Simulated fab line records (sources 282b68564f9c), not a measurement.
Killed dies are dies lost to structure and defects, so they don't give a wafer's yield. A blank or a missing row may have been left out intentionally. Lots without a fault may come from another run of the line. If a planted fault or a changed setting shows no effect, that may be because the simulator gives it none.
Which of the tools did it? :: flow rit cmos :: 15 lots, 45 wafers sampled, at 2 steps of a route of 202

== WHAT THE GAUGES SHOWED, per wafer ==
The record lacks any reading of a measuring or inspecting step that a usual standard deviation could be used to judge.

== EACH LOT AND THE TOOL THAT RAN IT (in order: tool; ch and the chambers of the sampled wafers; start) ==
lot: L844
RIT_SPACER_CLEAN_01: wet bench-03 ch 1, day 3 06:17
RIT_M1_PROBE_99: -

lot: L847
RIT_SPACER_CLEAN_01: wet bench-02 ch 0, day 3 23:00
RIT_M1_PROBE_99: -

lot: L848
RIT_SPACER_CLEAN_01: wet bench-04 ch 0, day 4 01:03
RIT_M1_PROBE_99: -

lot: L849
RIT_SPACER_CLEAN_01: wet bench-04 ch 0, day 4 03:39
RIT_M1_PROBE_99: -

lot: L850
RIT_SPACER_CLEAN_01: wet bench-03 ch 0, day 4 11:48
RIT_M1_PROBE_99: -

lot: L851
RIT_SPACER_CLEAN_01: wet bench-04 ch 1, day 4 17:56
RIT_M1_PROBE_99: -

lot: L857
RIT_SPACER_CLEAN_01: wet bench-02 ch 3, day 5 17:27
RIT_M1_PROBE_99: -

lot: L858
RIT_SPACER_CLEAN_01: wet bench-04 ch 2, day 6 00:59
RIT_M1_PROBE_99: prober-02, day 6 14:13

lot: L859
RIT_SPACER_CLEAN_01: wet bench-03 ch 2, day 6 08:29
RIT_M1_PROBE_99: prober-01, day 6 22:07

lot: L862
RIT_SPACER_CLEAN_01: wet bench-02 ch 3, day 6 18:52
RIT_M1_PROBE_99: -

lot: L863
RIT_SPACER_CLEAN_01: wet bench-04 ch 1, day 6 23:37
RIT_M1_PROBE_99: -

lot: L864
RIT_SPACER_CLEAN_01: wet bench-02 ch 2, day 7 03:20
RIT_M1_PROBE_99: -

lot: L865
RIT_SPACER_CLEAN_01: wet bench-03 ch 2, day 7 09:06
RIT_M1_PROBE_99: prober-01, day 7 23:16

lot: L866
RIT_SPACER_CLEAN_01: wet bench-02 ch 0, day 7 15:08
RIT_M1_PROBE_99: -

lot: L867
RIT_SPACER_CLEAN_01: wet bench-03 ch 0, day 7 21:08
RIT_M1_PROBE_99: -
- RIT_SPACER_CLEAN_01: cleans in dHF, time 30 s.
- RIT_M1_PROBE_99

== WHAT THE TOOLS THEMSELVES READ (means of the sampled wafers that have a number; where no wafer has one, the mark that the record gives instead) ==
RIT_SPACER_CLEAN_01. Usual: run length s 58.0 s, standard deviation 2.9.
lot: L844
tool: wet bench-03
run length s (s): 55.7
flag: 

lot: L847
tool: wet bench-02
run length s (s): 61.8
flag: 

lot: L848
tool: wet bench-04
run length s (s): 55.0
flag: 

lot: L849
tool: wet bench-04
run length s (s): 55.2
flag: 

lot: L850
tool: wet bench-03
run length s (s): 61.6
flag: 

lot: L851
tool: wet bench-04
run length s (s): 55.3
flag: 

lot: L857
tool: wet bench-02
run length s (s): -
flag: OFF

lot: L858
tool: wet bench-04
run length s (s): -
flag: OFF

lot: L859
tool: wet bench-03
run length s (s): -
flag: OFF

lot: L862
tool: wet bench-02
run length s (s): 63.4
flag: 

lot: L863
tool: wet bench-04
run length s (s): 55.6
flag: 

lot: L864
tool: wet bench-02
run length s (s): 57.2
flag: 

lot: L865
tool: wet bench-03
run length s (s): 55.7
flag: 

lot: L866
tool: wet bench-02
run length s (s): 56.4
flag: 

lot: L867
tool: wet bench-03
run length s (s): 61.5
flag: 

RIT_M1_PROBE_99. Usual: killed at contacts 0.1, standard deviation 0.24; killed at front end 7, standard deviation 3.2; killed dies 7, standard deviation 3.2; killed open 3.4, standard deviation 2; killed short 3.5, standard deviation 2.2.
lot: L858
tool: prober-02
killed at contacts: 0.0
killed at front end: 7
killed dies: 7
killed open: 3.3
killed short: 3.7
flag: 

lot: L859
tool: prober-01
killed at contacts: 0.0
killed at front end: 6
killed dies: 6
killed open: 2.7
killed short: 3.0
flag: 

lot: L865
tool: prober-01
killed at contacts: 0.3
killed at front end: 7
killed dies: 8
killed open: 4.0
killed short: 3.7
flag: 

== THE ANSWER, worked out from the rows above alone ==
Rule: a lot counts as off when the mean over its wafers that have a number is more than 3 standard deviations away from the usual mean. Also off: a lot with no number at a reading for which 4 or more lots have one. The other lots that the step has rows for count as sound. First the gauges in route order, then the tools' own readings, where a lot's mean is used as printed above. At the first step where some lot is off, the reading lying furthest off is the one used; lots without a number count as furthest.
Off, at RIT_SPACER_CLEAN_01 on run length s: L857, L858, L859. Without a number there: L857, L858, L859.
If a tool, at that step or one of the process steps before it, ran each lot that is off and ran no sound lot following the first of them, it fits. Of those tried, none fits.

== WHAT THE SIMULATOR HAD INSERTED ==
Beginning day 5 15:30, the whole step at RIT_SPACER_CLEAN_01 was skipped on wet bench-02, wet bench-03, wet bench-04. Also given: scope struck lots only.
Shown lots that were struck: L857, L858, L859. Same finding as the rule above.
